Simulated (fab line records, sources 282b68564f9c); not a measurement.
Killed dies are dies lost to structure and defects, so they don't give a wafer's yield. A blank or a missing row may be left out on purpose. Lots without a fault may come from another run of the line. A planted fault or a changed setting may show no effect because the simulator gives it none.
Split-lot experiment | flow rit_cmos | 5 lots, 23 wafers read, on a route of 202 steps

THE SPLIT
At RIT_M1_SPUTTER_00 (material Al, target thk 400 nm, time 500 s), the setting time_s was moved away from the recipe's 500 s on 7 of the 23 wafers read, by -12.8% to +14.4%. The other wafers ran this setting at the recipe's value.

FROM THE SPLIT TO THE READING: what the file shows between them, 2 steps
- RIT_M1_RS_MEAS_01: measures by four-point-probe
- RIT_M1_THK_MEAS_02: measures by xrf

THE READING
oes_product_au, in a.u., at RIT_M1_METAL_ETCH_12 (etches Al in Cl2/BCl3, stops on SiO2, time 165 s, target depth 600 nm). Fault-free wafers of this fab line usually give 0.769 a.u., standard deviation 0.012 a.u..

wafer  | tool, chamber at the split | time_s as run, s | against the recipe | oes_product_au, a.u. | against lot-mates on the recipe
L074.1 | pvd_sputter-01, -          | 500              | recipe             | 0.760                | -
L074.3 | pvd_sputter-01, -          | 500              | recipe             | 0.743                | -
L074.4 | pvd_sputter-01, -          | 500              | recipe             | 0.768                | -
L074.5 | pvd_sputter-01, -          | 500              | recipe             | 0.750                | -
L074.6 | pvd_sputter-01, -          | 500              | recipe             | 0.761                | -
L079.1 | pvd_sputter-02, -          | 500              | recipe             | 0.776                | -
L079.2 | pvd_sputter-02, -          | 436              | -12.8%             | 0.727                | -0.050
L079.4 | pvd_sputter-02, -          | 500              | recipe             | 0.773                | -
L079.5 | pvd_sputter-02, -          | 436              | -12.8%             | 0.722                | -0.055
L079.6 | pvd_sputter-02, -          | 500              | recipe             | 0.782                | -
L080.1 | pvd_sputter-04, -          | 500              | recipe             | 0.746                | -
L080.3 | pvd_sputter-04, -          | 465.9            | -6.8%              | 0.721                | -0.041
L080.4 | pvd_sputter-04, -          | 500              | recipe             | 0.770                | -
L080.5 | pvd_sputter-04, -          | 500              | recipe             | 0.771                | -
L080.6 | pvd_sputter-04, -          | 465.9            | -6.8%              | 0.729                | -0.033
L084.2 | pvd_sputter-01, -          | 500              | recipe             | 0.787                | -
L084.3 | pvd_sputter-01, -          | 572.1            | +14.4%             | 0.850                | +0.073
L084.4 | pvd_sputter-01, -          | 572.1            | +14.4%             | 0.821                | +0.044
L084.5 | pvd_sputter-01, -          | 572.1            | +14.4%             | 0.843                | +0.066
L084.6 | pvd_sputter-01, -          | 500              | recipe             | 0.767                | -
L085.1 | pvd_sputter-02, -          | 500              | recipe             | 0.784                | -
L085.4 | pvd_sputter-02, -          | 500              | recipe             | 0.782                | -
L085.5 | pvd_sputter-02, -          | 500              | recipe             | 0.779                | -

THE FIT
A straight line over all 23 wafers: oes_product_au changes by +0.00452 a.u. for each +1% of time_s; r = +0.92; the points scatter about the line by 0.014 a.u..
The same after taking each lot's own level away (the mean of its wafers on the recipe; 23 wafers): +0.0043 a.u. for each +1%; r = +0.96; scatter 0.009 a.u..
On that fit, the largest move of time_s shifts the reading by 0.062 a.u..
The lots' own levels span 0.7564 to 0.7817 a.u., that is 2.1 times the standard deviation above.
So the lot-to-lot level changes the slope little: the two slopes agree.
Check: with one of the wafers moved furthest among these (+14.4%) left out of the fit, the line predicts +0.0578 a.u. for it against its lot-mates. It came out at +0.073 a.u. against them.

OTHER SPLITS ON THESE WAFERS
These wafers also went through other splits before the reading. Each is held against what the fit with the lots' levels taken away leaves over:
other split on the same wafers        | wafers away from the commonest value | r with oes_product_au (lot level and that fit taken away)
RIT_CONTACT_CVD_00 time_s             | 7                                    | -0.45
RIT_CONTACT_DEVELOP_07 develop_time_s | 6                                    | -0.01

THE WHOLE CHAIN: every reading that the file lists as answering this split, in the file's order
step                 | what it does                                                          | reading                                                                     | change (the file's fit)                   | r (the file's)
RIT_M1_SPUTTER_00    | material Al, target thk 400 nm, time 500 s                            | Al_of_M1_SPUTTER_00.thk_nm (the simulator's own value, which no gauge read) | +3.82 nm for each +1% of the setting      | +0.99
RIT_M1_RS_MEAS_01    | measures by four-point-probe                                          | M1_AL_RS                                                                    | -0.000717 for each +1% of the setting     | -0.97
RIT_M1_THK_MEAS_02   | measures by xrf                                                       | M1_AL_THK                                                                   | +3.87 for each +1% of the setting         | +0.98
RIT_M1_METAL_ETCH_12 | etches Al in Cl2/BCl3, stops on SiO2, time 165 s, target depth 600 nm | oes_product_au                                                              | +0.00431 a.u. for each +1% of the setting | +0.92

THE FILE'S OWN FIT
oes_product_au changes by +0.00431 a.u. for each +1% of time_s, r = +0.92.
